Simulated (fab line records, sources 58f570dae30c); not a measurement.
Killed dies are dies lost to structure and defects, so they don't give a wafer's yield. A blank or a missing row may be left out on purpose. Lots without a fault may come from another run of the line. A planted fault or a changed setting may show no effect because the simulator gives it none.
Which tool did it? | flow berkeley_cmos170 | 15 lots, 45 wafers sampled, at 6 steps of a route of 331

WHAT THE GAUGES READ, wafer by wafer
UCB170_PWELL_THK_MEAS_06.
lot  | measured    | on            | PWELL_NITRIDE_THK (nm)
L956 | day 2 18:22 | film_metro-01 | 218.6 219.1 218.3
L958 | day 3 15:25 | film_metro-03 | 219.7 219.1 218.6
L959 | day 3 15:25 | film_metro-02 | 218.8 219.3 220.5
L960 | day 3 15:25 | film_metro-01 | 220.2 219.3 221.4
L961 | day 4 01:55 | film_metro-02 | 221.7 223.7 223.4
L962 | day 4 06:01 | film_metro-01 | 220.0 220.3 221.6
L963 | day 4 08:59 | film_metro-03 | 446.4 447.3 444.0
L964 | day 4 09:18 | film_metro-03 | 220.1 220.5 219.6
L967 | day 5 09:47 | film_metro-03 | 440.4 443.2 440.6
L969 | day 5 17:27 | film_metro-02 | 439.4 437.9 440.0
L974 | day 6 12:19 | film_metro-01 | 219.6 219.4 218.1
L975 | day 6 20:26 | film_metro-01 | 218.4 219.0 218.6
L976 | day 7 04:16 | film_metro-03 | 218.9 218.9 218.9
L978 | day 7 13:22 | film_metro-02 | 218.8 217.4 220.4
L979 | day 7 20:07 | film_metro-03 | 221.5 221.3 222.5

UCB170_FIELD_THK_MEAS_90.
lot  | measured     | on            | FIELD_OXIDE_LEFT_1_THK (nm)
L956 | day 4 12:21  | film_metro-01 | 440 433 443
L958 | day 5 12:05  | film_metro-02 | 441 446 444
L959 | day 5 12:05  | film_metro-01 | 455 450 451
L960 | day 5 12:05  | film_metro-03 | 445 444 440
L961 | day 5 23:00  | film_metro-03 | 410 417 410
L962 | day 5 22:56  | film_metro-01 | 426 434 433
L964 | day 5 22:58  | film_metro-03 | 444 438 435
L974 | day 8 17:46  | film_metro-01 | 440 441 443
L975 | day 8 17:47  | film_metro-03 | 448 450 454
L976 | day 9 02:43  | film_metro-01 | 429 450 434
L978 | day 9 15:17  | film_metro-03 | 452 445 456
L979 | day 10 05:32 | film_metro-02 | 446 436 443

WHICH TOOL RAN EACH LOT (tool, then ch and the chambers of the sampled wafers, then the start)
lot  | UCB170_ZERO_ETCH_06               | UCB170_ZERO_STRIP_07                | UCB170_PWELL_CVD_05                                       | UCB170_PWELL_ETCH_14
L956 | rie_diel-04 ch 0,2,3, day 1 16:17 | plasma_asher-04 ch 0,1, day 1 16:19 | lpcvd-02 ch 1, day 2 16:28                                | rie_diel-01 ch 0,1, day 2 20:38
L958 | rie_diel-01 ch 0,1,3, day 2 07:09 | plasma_asher-04 ch 0,1, day 2 07:11 | lpcvd-02 ch 0, day 3 13:29                                | rie_diel-03 ch 1,2,3, day 3 16:41
L959 | rie_diel-03 ch 0,2,3, day 2 12:32 | plasma_asher-03 ch 0,1, day 2 12:34 | lpcvd-02 ch 1, day 3 13:29                                | rie_diel-02 ch 0,2, day 3 17:01
L960 | rie_diel-04 ch 0,1,2, day 2 16:15 | plasma_asher-03 ch 0,1, day 2 16:16 | lpcvd-02 ch 1, day 3 13:29                                | rie_diel-01 ch 0,1,3, day 3 16:53
L961 | rie_diel-03 ch 0,1,3, day 2 22:20 | plasma_asher-01 ch 0,1, day 2 22:21 | lpcvd-02 ch 1, day 3 23:59                                | rie_diel-03 ch 1,2,3, day 4 03:23
L962 | rie_diel-03 ch 0,2,3, day 3 03:10 | plasma_asher-03 ch 0,1, day 3 03:11 | lpcvd-01 ch 0, day 4 04:05                                | rie_diel-01 ch 2,3, day 4 07:26
L963 | rie_diel-01 ch 1,3, day 3 06:47   | plasma_asher-01 ch 0,1, day 3 06:48 | lpcvd-01 ch 0, day 4 04:05 and lpcvd-02 ch 0, day 4 07:04 | rie_diel-02 ch 2,3, day 4 10:19
L964 | rie_diel-03 ch 0,1,2, day 3 10:34 | plasma_asher-01 ch 0,1, day 3 10:38 | lpcvd-01 ch 0, day 4 07:22                                | rie_diel-02 ch 1,3, day 4 10:13
L967 | rie_diel-01 ch 0,1,3, day 4 02:01 | plasma_asher-04 ch 0,1, day 4 02:03 | lpcvd-01 ch 1, day 5 02:22 and lpcvd-02 ch 1, day 5 06:10 | rie_diel-03 ch 0,2, day 5 11:05
L969 | rie_diel-03 ch 0,2,3, day 4 12:50 | plasma_asher-01 ch 0,1, day 4 12:51 | lpcvd-02 ch 1, day 5 13:26                                | rie_diel-03 ch 1,2,3, day 5 18:32
L974 | rie_diel-01 ch 0,1,3, day 5 12:05 | plasma_asher-03 ch 0,1, day 5 12:07 | lpcvd-02 ch 0, day 6 10:23                                | rie_diel-01 ch 1,3, day 6 13:53
L975 | rie_diel-01 ch 0,1,3, day 5 16:01 | plasma_asher-01 ch 0,1, day 5 16:04 | lpcvd-01 ch 1, day 6 18:30                                | rie_diel-01 ch 0,2,3, day 6 21:29
L976 | rie_diel-04 ch 0,2, day 6 01:08   | plasma_asher-01 ch 0,1, day 6 01:10 | lpcvd-02 ch 0, day 7 02:17                                | rie_diel-01 ch 0,2,3, day 7 05:22
L978 | rie_diel-01 ch 0,2,3, day 6 09:45 | plasma_asher-04 ch 0,1, day 6 09:47 | lpcvd-02 ch 0, day 7 11:28                                | rie_diel-01 ch 0,2,3, day 7 14:41
L979 | rie_diel-04 ch 0,1,3, day 6 14:13 | plasma_asher-03 ch 0,1, day 6 14:14 | lpcvd-02 ch 1, day 7 18:11                                | rie_diel-02 ch 0,2,3, day 7 21:17
- UCB170_ZERO_ETCH_06: etches SiO2 in CHF3/CF4/Ar, time 12 s.
- UCB170_ZERO_STRIP_07: strips in O2.
- UCB170_PWELL_CVD_05: deposits Si3N4 from SiH2Cl2/NH3, target thk 220 nm, time 3300 s.
- UCB170_PWELL_ETCH_14: etches Si3N4 in CH3F/Ar/O2, stops on SiO2, target depth 242 nm, time 151 s.

WHAT THE TOOLS THEMSELVES READ (means of the sampled wafers that have a number; where no wafer has one, the mark that the record gives instead)
UCB170_ZERO_ETCH_06.
lot  | tool        | CHF3_flow_sccm (sccm) | chamber_pressure_mTorr (mTorr) | drypump_motor_current_A (A) | oes_product_au (a.u.) | throttle_valve_pct (%)
L956 | rie_diel-04 | 49.99                 | 100.01                         | 6.1                         | 0.619                 | 9.19
L958 | rie_diel-01 | 50.07                 | 100.02                         | 6.0                         | 0.617                 | 9.31
L959 | rie_diel-03 | 50.03                 | 100.09                         | 5.8                         | 0.613                 | 9.31
L960 | rie_diel-04 | 49.95                 | 99.99                          | 6.1                         | 0.616                 | 9.26
L961 | rie_diel-03 | 49.89                 | 100.07                         | 5.5                         | 0.618                 | 9.29
L962 | rie_diel-03 | 49.88                 | 100.05                         | 5.7                         | 0.618                 | 9.31
L963 | rie_diel-01 | 49.86                 | 99.99                          | 6.1                         | 0.617                 | 9.21
L964 | rie_diel-03 | 49.98                 | 99.92                          | 5.8                         | 0.625                 | 9.34
L967 | rie_diel-01 | 50.11                 | 100.00                         | 6.0                         | 0.617                 | 9.30
L969 | rie_diel-03 | 49.87                 | 99.99                          | 5.8                         | 0.622                 | 9.31
L974 | rie_diel-01 | 50.03                 | 99.96                          | 6.1                         | 0.612                 | 9.30
L975 | rie_diel-01 | 49.90                 | 99.95                          | 6.0                         | 0.619                 | 9.31
L976 | rie_diel-04 | 49.83                 | 99.89                          | 6.2                         | 0.616                 | 9.17
L978 | rie_diel-01 | 50.06                 | 99.98                          | 6.2                         | 0.612                 | 9.26
L979 | rie_diel-04 | 49.87                 | 100.07                         | 5.9                         | 0.612                 | 9.28

UCB170_ZERO_STRIP_07.
lot  | tool            | chamber_pressure_mTorr (mTorr) | drypump_motor_current_A (A) | oes_product_au (a.u.) | strip_time_to_endpoint_s (s)
L956 | plasma_asher-04 | 3501                           | 5.1                         | 0.725                 | 21.69
L958 | plasma_asher-04 | 3501                           | 5.1                         | 0.729                 | 21.75
L959 | plasma_asher-03 | 3499                           | 5.6                         | 0.729                 | 21.68
L960 | plasma_asher-03 | 3503                           | 5.6                         | 0.728                 | 21.74
L961 | plasma_asher-01 | 3502                           | 5.6                         | 0.726                 | 21.70
L962 | plasma_asher-03 | 3500                           | 5.6                         | 0.727                 | 21.70
L963 | plasma_asher-01 | 3504                           | 5.7                         | 0.726                 | 21.71
L964 | plasma_asher-01 | 3501                           | 5.7                         | 0.729                 | 21.72
L967 | plasma_asher-04 | 3503                           | 5.2                         | 0.731                 | 21.68
L969 | plasma_asher-01 | 3499                           | 6.2                         | 0.728                 | 21.63
L974 | plasma_asher-03 | 3499                           | 5.6                         | 0.729                 | 21.66
L975 | plasma_asher-01 | 3502                           | 5.7                         | 0.729                 | 21.63
L976 | plasma_asher-01 | 3505                           | 5.7                         | 0.720                 | 21.69
L978 | plasma_asher-04 | 3498                           | 5.2                         | 0.725                 | 21.69
L979 | plasma_asher-03 | 3500                           | 5.6                         | 0.729                 | 21.69

UCB170_PWELL_CVD_05.
lot  | tool              | sih2cl2_flow_sccm (sccm)
L956 | lpcvd-02          | 25.02
L958 | lpcvd-02          | 24.94
L959 | lpcvd-02          | 25.04
L960 | lpcvd-02          | 25.02
L961 | lpcvd-02          | 24.88
L962 | lpcvd-01          | 24.98
L963 | lpcvd-01/lpcvd-02 | 25.06
L964 | lpcvd-01          | 25.01
L967 | lpcvd-01/lpcvd-02 | 24.95
L969 | lpcvd-02          | 25.00
L974 | lpcvd-02          | 25.02
L975 | lpcvd-01          | 25.05
L976 | lpcvd-02          | 25.03
L978 | lpcvd-02          | 24.99
L979 | lpcvd-02          | 24.89

UCB170_PWELL_ETCH_14.
lot  | tool        | chamber_pressure_mTorr (mTorr) | drypump_motor_current_A (A) | oes_product_au (a.u.) | throttle_valve_pct (%)
L956 | rie_diel-01 | 49.96                          | 5.7                         | 0.929                 | 8.17
L958 | rie_diel-03 | 50.04                          | 5.6                         | 0.935                 | 8.12
L959 | rie_diel-02 | 50.06                          | 6.1                         | 0.945                 | 8.07
L960 | rie_diel-01 | 50.03                          | 6.0                         | 0.933                 | 8.11
L961 | rie_diel-03 | 50.00                          | 5.6                         | 0.947                 | 8.12
L962 | rie_diel-01 | 49.98                          | 6.5                         | 0.941                 | 8.01
L963 | rie_diel-02 | 50.05                          | 5.7                         | 0.972                 | 8.11
L964 | rie_diel-02 | 49.93                          | 6.3                         | 0.917                 | 7.87
L967 | rie_diel-03 | 50.01                          | 5.9                         | 1.016                 | 8.15
L969 | rie_diel-03 | 49.97                          | 5.6                         | 1.007                 | 8.12
L974 | rie_diel-01 | 50.00                          | 6.1                         | 0.939                 | 8.03
L975 | rie_diel-01 | 50.00                          | 6.2                         | 0.928                 | 8.07
L976 | rie_diel-01 | 49.99                          | 6.2                         | 0.929                 | 8.08
L978 | rie_diel-01 | 50.05                          | 6.2                         | 0.932                 | 8.06
L979 | rie_diel-02 | 50.05                          | 6.0                         | 0.939                 | 8.02

THE ANSWER, worked out from the rows above alone
Rule: what is usual is taken from the lots themselves. Put in order of their means at a reading, lots are off if they are a third of the lots or fewer, leave a main group of 4 or more, and stand apart from it by a gap of 3 or more times the standard deviation of the main group's means; of several such gaps the widest counts. A main group whose means are all the same, to the digits that the tables above print for the reading, isn't used. A lot without any number at a reading at which 4 lots or more have one is off too. The other lots that the step has rows for count as sound. The gauges are gone through in route order, then the tools' own readings, and for those a lot's mean is taken as printed above. The first step at which some lot is off is used, and at that step the reading that is off furthest; a lot without a number counts as furthest.
Off: L963, L967, L969, at UCB170_PWELL_THK_MEAS_06 (PWELL_NITRIDE_THK). The main group: mean 219.9 nm, standard deviation 1.3.
A tool fits if, at a process step before that reading, it ran every lot that is off, and no sound lot after the first of them. The gauges at UCB170_PWELL_THK_MEAS_06 aren't tried: what is off there is off at UCB170_PWELL_ETCH_14 too, on other tools, and a gauge's error can't cause that. None of those tried fits.

WHAT THE SIMULATOR HAD PUT IN
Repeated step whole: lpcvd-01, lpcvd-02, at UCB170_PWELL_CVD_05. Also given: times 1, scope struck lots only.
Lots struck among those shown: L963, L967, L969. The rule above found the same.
